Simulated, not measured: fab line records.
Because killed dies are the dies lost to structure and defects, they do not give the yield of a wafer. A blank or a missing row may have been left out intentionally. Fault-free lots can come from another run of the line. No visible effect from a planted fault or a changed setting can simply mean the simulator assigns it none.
fab line records    flow rit_cmos
record: lots: 14  wafers: 42  last_day: 7
route steps=202 shown CONTACT@180
lots that met no fault: taken from a fault-free run of the same line
start_h: start of the lot's first displayed wafer, in hours after the record's first day    wait_h: hours since the lot's step before    " the same as in the row above    L1.1+2: a row that stands for several wafers    - value missing, or start not given    * or withheld: withheld    < > ~ a bound
route shown NAME@n: names a module that has steps shown in the file, with the first one's number in the route    usual: mean and standard deviation over wafers with no fault    same: alike in all rows    chamber/n: place in a boat    sites: the reading at each site    _std_site: how widely they spread, as a standard deviation    _edge_site: inner sites' mean taken away from outer sites' mean    radius_mm: for every site, how far away it sits from the centre of the wafer    mask NAME#n: copy n    behind: the last tool/chamber to shape the wafer    hold: reason for holding the lot/hours on hold/outcome of the hold    device: which transistor (n, p or np) failed to switch    end of line: at the end of the route, the tests of the same wafers    step lacking rows: just its recipe    killed: not the wafer's yield, but the dies lost to structure and defects at the first sort    map: per-die view of a wafer (x killed, . not killed, _ where there is no die)
set.NAME: the run value of the setting; set.NAME@STEP: its run value at that earlier step    model.NAME: the simulator's own value behind a step, which no gauge read
a sample of lots followed through the steps of the route, with each step as a table and each wafer as a row
services: a tool's chamber out of use, with start hour (start_h, from the record's first day; less than 0 if before it), hours out, and reason
== steps ==
step: RIT_CONTACT_STRIP_12
recipe: chemistry: O2  time_s: 180  resist: NOVOLAK  platen_temp_c: withheld  power_w: 500  pressure_mtorr: 4000  o2_flow_sccm: 4000
usual: chamber_pressure_mTorr: 4000/3.9  drypump_motor_current_A: 5.49/0.26  o2_flow_sccm: 3999/12
lot.wafer  tool             chamber  start_h  wait_h  chamber_pressure_mTorr  drypump_motor_current_A  o2_flow_sccm  rf_hours_counter_h
L829.2     plasma_asher-04  1        51.53    0.1     4001                    5.32                     3993          26
L829.4     "                1        "        "       3996                    5.33                     3996          -
L829.5     "                1        "        "       3999                    5.33                     4001          -
L832.1     plasma_asher-04  0        67.91    0.1     3998                    5.42                     4010          27
L832.3     "                0        "        "       3994                    5.41                     3989          -
L832.6     "                0        "        "       3994                    5.41                     4013          -
L833.2     plasma_asher-03  1        73.55    0.1     3999                    5.39                     4008          43
L833.5     "                1        "        "       4001                    5.40                     3993          -
L833.6     "                0        "        "       4005                    5.95                     4000          -
L835.1     plasma_asher-01  0        81.32    0.1     3998                    5.37                     4006          45
L835.4     "                1        "        "       3999                    5.26                     3979          -
L835.6     "                0        "        "       3996                    5.36                     4005          -
L836.3     plasma_asher-01  1        87.81    0.2     -                       -                        -             -
L836.4     "                0        "        "       -                       -                        -             -
L836.5     "                1        "        "       -                       -                        -             -
L837.2     plasma_asher-04  0        92.95    0.1     -                       -                        -             -
L837.3     "                0        "        "       -                       -                        -             -
L837.4     "                1        "        "       -                       -                        -             -
L840.1     plasma_asher-03  1        106.86   0.1     4006                    5.39                     4031          46
L840.2     "                0        "        "       3992                    5.97                     3983          46
L840.5     "                0        "        "       4001                    5.97                     3988          -
L844.1     plasma_asher-01  0        130.36   0.1     4005                    5.38                     3994          1
L844.2     "                1        "        "       4000                    5.27                     3999          1
L844.5     "                1        "        "       3994                    5.27                     3997          -
L846.1     plasma_asher-01  1        137.62   0.1     4000                    5.27                     4002          2
L846.2     "                0        "        "       3996                    5.36                     4010          2
L846.6     "                0        "        "       3999                    5.35                     4016          -
L847.1     plasma_asher-04  0        144.22   0.1     3994                    5.42                     4006          36
L847.3     "                1        "        "       4007                    5.28                     4003          -
L847.4     "                0        "        "       4002                    5.41                     4019          -
L848.1     plasma_asher-04  0        152.95   0.1     4002                    5.40                     3992          37
L848.2     "                1        "        "       4004                    5.29                     4014          37
L848.6     "                0        "        "       4007                    5.38                     3975          -
L849.3     plasma_asher-03  1        158.38   0.2     4000                    5.42                     4006          -
L849.4     "                0        "        "       3997                    5.95                     3998          -
L849.6     "                1        "        "       4003                    5.42                     3994          -
L850.2     plasma_asher-03  0        160.74   0.1     4006                    5.95                     4008          52
L850.5     "                0        "        "       3999                    5.95                     4001          -
L850.6     "                1        "        "       3995                    5.37                     3990          -
L851.1     plasma_asher-03  1        163.48   0.1     4004                    5.36                     3992          52
L851.2     "                0        "        "       4002                    5.98                     3996          52
L851.6     "                1        "        "       3994                    5.37                     3979          -
== services ==
tool             chamber  start_h  hours  kind
plasma_asher-04  -        30.46    1.8    repair
plasma_asher-04  -        59.66    0.8    repair
plasma_asher-01  -        77.77    2.8    pm
plasma_asher-01  -        108.75   9.0    pm
plasma_asher-01  0        108.75   9.0    vent_cycle
plasma_asher-01  1        108.75   9.0    vent_cycle
plasma_asher-01  0        117.75   -      clean
plasma_asher-01  1        117.75   -      clean
plasma_asher-03  -        142.47   3.9    repair
== key ==
first_sign: step: RIT_CONTACT_STRIP_12  reading: tool_record  direction: missing
effect none on later readings
met_at RIT_CONTACT_STRIP_12
struck_lots L836,L837
later_rows_left_out L836.3,L836.4,L836.5,L837.2,L837.3,L837.4
sort_left_out L836.3,L836.4,L836.5,L837.2,L837.3,L837.4
tester_left_out L836,L837
onset_between 81.32 87.81
fault: kind: skipped_step_whole  tool: plasma_asher-01,plasma_asher-04  chamber: -  onset_h: 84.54  steps: RIT_CONTACT_STRIP_12  scope: struck_lots_only
tester_left_out: of these lots the tester's yield and bins aren't shown, on N5 and GAA mostly nor the transistor test; their killed dies are dies lost to structure and defects alone, not to doping, threshold or leakage, so they don't give the yield
sort_left_out: the simulated sort isn't trusted on such a fault, so these wafers' sort isn't shown, and their yield isn't known
later_rows_left_out: the simulator's readings of these wafers behind a module that went badly wrong aren't trusted and aren't shown, but for the sort
